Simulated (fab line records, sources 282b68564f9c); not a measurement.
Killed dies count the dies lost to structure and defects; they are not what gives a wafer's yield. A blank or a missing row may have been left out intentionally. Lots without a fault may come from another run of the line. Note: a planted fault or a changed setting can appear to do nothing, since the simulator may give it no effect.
What tool caused it? ; flow rit cmos ; 14 lots with 42 wafers sampled at 4 steps, on a route of 202 steps

## WHAT THE GAUGES READ, wafer by wafer
RIT_CONTACT_OVL_MEAS_09. Usual: CONTACT_OVL typically reads -1.0 nm, with standard deviation 1.6.
lot;measured;on;CONTACT_OVL (nm);flag
L688;day 3 09:33;overlay-02;-1.7 -2.0 -2.5;
L690;day 3 19:41;overlay-01;-2.8 -2.5 -1.6;
L691;day 3 21:16;overlay-01;-1.5 -1.5 -1.8;
L692;day 4 04:02;overlay-02;-0.3 0.2 1.4;
L693;day 4 05:55;overlay-02;-1.2 -1.2 -0.4;
L694;day 4 10:31;overlay-02;-1.7 -2.5 -0.9;
L695;day 4 14:01;overlay-02;0.3 -1.2 0.5;
L696;day 4 20:23;overlay-01;-0.5 -1.4 -2.6;
L701;day 5 20:03;overlay-01;1.9 3.9 3.8;
L702;day 6 02:15;overlay-02;-1.7 -1.7 -0.6;
L705;day 6 17:08;overlay-02;1.9 0.0 0.4;
L707;day 7 03:19;overlay-01;-0.6 -0.5 0.0;
L709;day 7 12:49;overlay-01;-1.3 -1.7 -3.5;
L710;day 7 18:43;overlay-02;-0.8 0.5 -0.3;

RIT_M1_RS_MEAS_01: measurement is done with a four-point probe. Usual: M1_AL_RS typically reads 0.0732 ohm/sq, with standard deviation 0.00068.
lot;measured;on;M1_AL_RS (ohm/sq);flag
L688;day 3 10:55;film metro-04;0.0734 0.0737 0.0737;
L690;day 3 21:01;film metro-04;0.0734 0.0737 0.0730;
L691;day 3 22:37;film metro-02;0.0743 0.0743 0.0741;
L692;day 4 05:22;film metro-03;0.0727 0.0730 0.0731;
L693;day 4 07:18;film metro-03;0.0746 0.0743 0.0745;
L694;day 4 11:50;film metro-02;0.0727 0.0720 0.0731;
L695;day 4 15:20;film metro-02;0.0721 0.0714 0.0721;
L696;day 4 21:43;film metro-02;0.0734 0.0725 0.0726;
L701;day 5 21:22;film metro-02;0.0736 0.0732 0.0734;
L702;day 6 03:35;film metro-03;0.0748 0.0732 0.0735;
L705;day 6 18:29;film metro-02;0.0737 0.0730 0.0725;
L707;day 7 04:38;film metro-03;0.0726 0.0720 0.0725;
L709;day 7 14:08;film metro-02;0.0729 0.0730 0.0723;
L710;day 7 20:04;film metro-04;0.0744 0.0732 0.0738;

## WHAT TOOL EACH LOT RAN ON (gives the tool, then ch and the chambers of the sampled wafers, and finally the start)
lot;RIT_NWELL_STRIP_09;RIT_GATE_CLEAN_03
L688;plasma asher-03 ch 0,1, day 1 21:55;wet bench-03 ch 2, day 2 09:14
L690;plasma asher-01 ch 0,1, day 2 07:58;wet bench-03 ch 2, day 2 23:32
L691;plasma asher-04 ch 0,1, day 2 12:22;wet bench-01 ch 3, day 3 00:05
L692;plasma asher-01 ch 0,1, day 2 19:59;wet bench-03 ch 0, day 3 06:53
L693;plasma asher-03 ch 0,1, day 2 23:19;wet bench-02 ch 2, day 3 10:01
L694;plasma asher-01 ch 0,1, day 3 03:48;wet bench-01 ch 2, day 3 14:46
L695;plasma asher-01 ch 0,1, day 3 08:12;wet bench-03 ch 1, day 3 18:43
L696;plasma asher-03 ch 0,1, day 3 14:25;wet bench-01 ch 1, day 4 01:32
L701;plasma asher-01 ch 0,1, day 4 13:42;wet bench-03 ch 0, day 5 00:17
L702;plasma asher-04 ch 0,1, day 4 19:58;wet bench-03 ch 0, day 5 06:39
L705;plasma asher-04 ch 0,1, day 5 09:44;wet bench-02 ch 2, day 5 20:25
L707;plasma asher-03 ch 0,1, day 5 19:35;wet bench-02 ch 3, day 6 06:29
L709;plasma asher-03 ch 0,1, day 6 05:49;wet bench-02 ch 1, day 6 16:54
L710;plasma asher-03 ch 0,1, day 6 11:38;wet bench-01 ch 2, day 6 22:44
- RIT_NWELL_STRIP_09: strips in O2, time 180 s.
- RIT_GATE_CLEAN_03: cleans in SC2, time 600 s.

## WHAT THE TOOLS THEMSELVES READ (means of the sampled wafers that have a number; where no wafer has one, the mark that the record gives instead)
RIT_NWELL_STRIP_09. Usual: 5.6 A for drypump motor current A, sd 0.38.
lot;tool;drypump motor current A (A);flag
L688;plasma asher-03;5.5;
L690;plasma asher-01;5.7;
L691;plasma asher-04;5.1;
L692;plasma asher-01;5.9;
L693;plasma asher-03;5.6;
L694;plasma asher-01;5.9;
L695;plasma asher-01;5.7;
L696;plasma asher-03;5.6;
L701;plasma asher-01;5.7;
L702;plasma asher-04;5.3;
L705;plasma asher-04;5.1;
L707;plasma asher-03;5.7;
L709;plasma asher-03;5.5;
L710;plasma asher-03;5.7;

## THE ANSWER, worked out from the rows above alone
Rule: take the mean of a lot's wafers that have a number; if it is more than 3 standard deviations from the usual mean, the lot is off. Also off: a lot with no number at a reading for which 4 or more lots have one. The other lots that the step has rows for count as sound. The gauges are gone through in route order, then the tools' own readings, and for those a lot's mean is taken as printed above. The first step at which some lot is off is used, and at that step the reading that is off furthest; a lot without a number counts as furthest.
Nothing can be told from this: no lot is off at any reading shown.

## WHAT THE SIMULATOR PUT IN
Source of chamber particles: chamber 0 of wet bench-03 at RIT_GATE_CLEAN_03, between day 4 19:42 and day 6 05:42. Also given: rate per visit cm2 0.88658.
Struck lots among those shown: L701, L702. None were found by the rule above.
